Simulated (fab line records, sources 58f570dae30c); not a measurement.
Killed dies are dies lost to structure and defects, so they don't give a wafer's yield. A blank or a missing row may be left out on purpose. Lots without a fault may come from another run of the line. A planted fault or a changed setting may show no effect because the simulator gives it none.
Split-lot experiment | flow berkeley_cmos170 | 5 lots, 23 wafers read, on a route of 331 steps

THE SPLIT
At UCB170_PWELL_CVD_05 (deposits Si3N4 from SiH2Cl2/NH3, target thk 220 nm, time 3300 s), the setting time_s was moved away from the recipe's 3300 s on 20 of the 23 wafers read, by -13.7% to +12.4%. The other wafers ran this setting at the recipe's value.

The file shows no step between the split and the reading.

THE READING
PWELL_NITRIDE_THK, in nm, at UCB170_PWELL_THK_MEAS_06. Fault-free wafers of this fab line usually give 219.0 nm, standard deviation 1.9 nm.

wafer  | tool, chamber at the split | time_s as run, s | against the recipe | PWELL_NITRIDE_THK, nm | against lot-mates on the recipe
L077.1 | -, -                       | 3150             | -4.5%              | 207.4                 | no lot-mate on the recipe
L077.2 | -, -                       | 3150             | -4.5%              | 208.2                 | no lot-mate on the recipe
L077.4 | -, -                       | 3150             | -4.5%              | 207.7                 | no lot-mate on the recipe
L077.5 | -, -                       | 3150             | -4.5%              | 207.3                 | no lot-mate on the recipe
L077.6 | -, -                       | 3150             | -4.5%              | 206.7                 | no lot-mate on the recipe
L081.1 | lpcvd-02, 1                | 3300             | recipe             | 221.4                 | -
L081.2 | lpcvd-02, 1                | 3300             | recipe             | 219.6                 | -
L081.6 | lpcvd-02, 1                | 3300             | recipe             | 222.1                 | -
L082.1 | -, -                       | 3708             | +12.4%             | 245.5                 | no lot-mate on the recipe
L082.2 | -, -                       | 3708             | +12.4%             | 243.1                 | no lot-mate on the recipe
L082.4 | -, -                       | 3708             | +12.4%             | 244.1                 | no lot-mate on the recipe
L082.5 | -, -                       | 3708             | +12.4%             | 242.4                 | no lot-mate on the recipe
L082.6 | -, -                       | 3708             | +12.4%             | 243.2                 | no lot-mate on the recipe
L084.1 | -, -                       | 2917             | -11.6%             | 192.8                 | no lot-mate on the recipe
L084.3 | -, -                       | 2917             | -11.6%             | 190.6                 | no lot-mate on the recipe
L084.4 | -, -                       | 2917             | -11.6%             | 190.9                 | no lot-mate on the recipe
L084.5 | -, -                       | 2917             | -11.6%             | 190.2                 | no lot-mate on the recipe
L084.6 | -, -                       | 2917             | -11.6%             | 191.4                 | no lot-mate on the recipe
L085.1 | -, -                       | 2848             | -13.7%             | 190.7                 | no lot-mate on the recipe
L085.2 | -, -                       | 2848             | -13.7%             | 190.2                 | no lot-mate on the recipe
L085.4 | -, -                       | 2848             | -13.7%             | 190.2                 | no lot-mate on the recipe
L085.5 | -, -                       | 2848             | -13.7%             | 189.1                 | no lot-mate on the recipe
L085.6 | -, -                       | 2848             | -13.7%             | 191.7                 | no lot-mate on the recipe

THE FIT
A straight line over all 23 wafers: PWELL_NITRIDE_THK changes by +2.12 nm for each +1% of time_s; r = +1.00; the points scatter about the line by 2 nm.
Too few moved wafers have a lot-mate on the recipe to fit a line with each lot's own level taken away.

THE WHOLE CHAIN: every reading that the file lists as answering this split, in the file's order
step                     | what it does                                                               | reading                                                                       | change (the file's fit)              | r (the file's)
UCB170_PWELL_CVD_05      | deposits Si3N4 from SiH2Cl2/NH3, target thk 220 nm, time 3300 s            | Si3N4_of_PWELL_CVD_05.thk_nm (the simulator's own value, which no gauge read) | +2.12 nm for each +1% of the setting | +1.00
UCB170_PWELL_THK_MEAS_06 |                                                                            | PWELL_NITRIDE_THK                                                             | +2.12 for each +1% of the setting    | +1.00
UCB170_PWELL_ETCH_14     | etches Si3N4 in CH3F/Ar/O2, stops on SiO2, target depth 242 nm, time 151 s | etch.depth_nm (the simulator's own value, which no gauge read)                | +1.98 nm for each +1% of the setting | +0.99

THE FILE'S OWN FIT
PWELL_NITRIDE_THK changes by +2.12 nm for each +1% of time_s, r = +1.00.
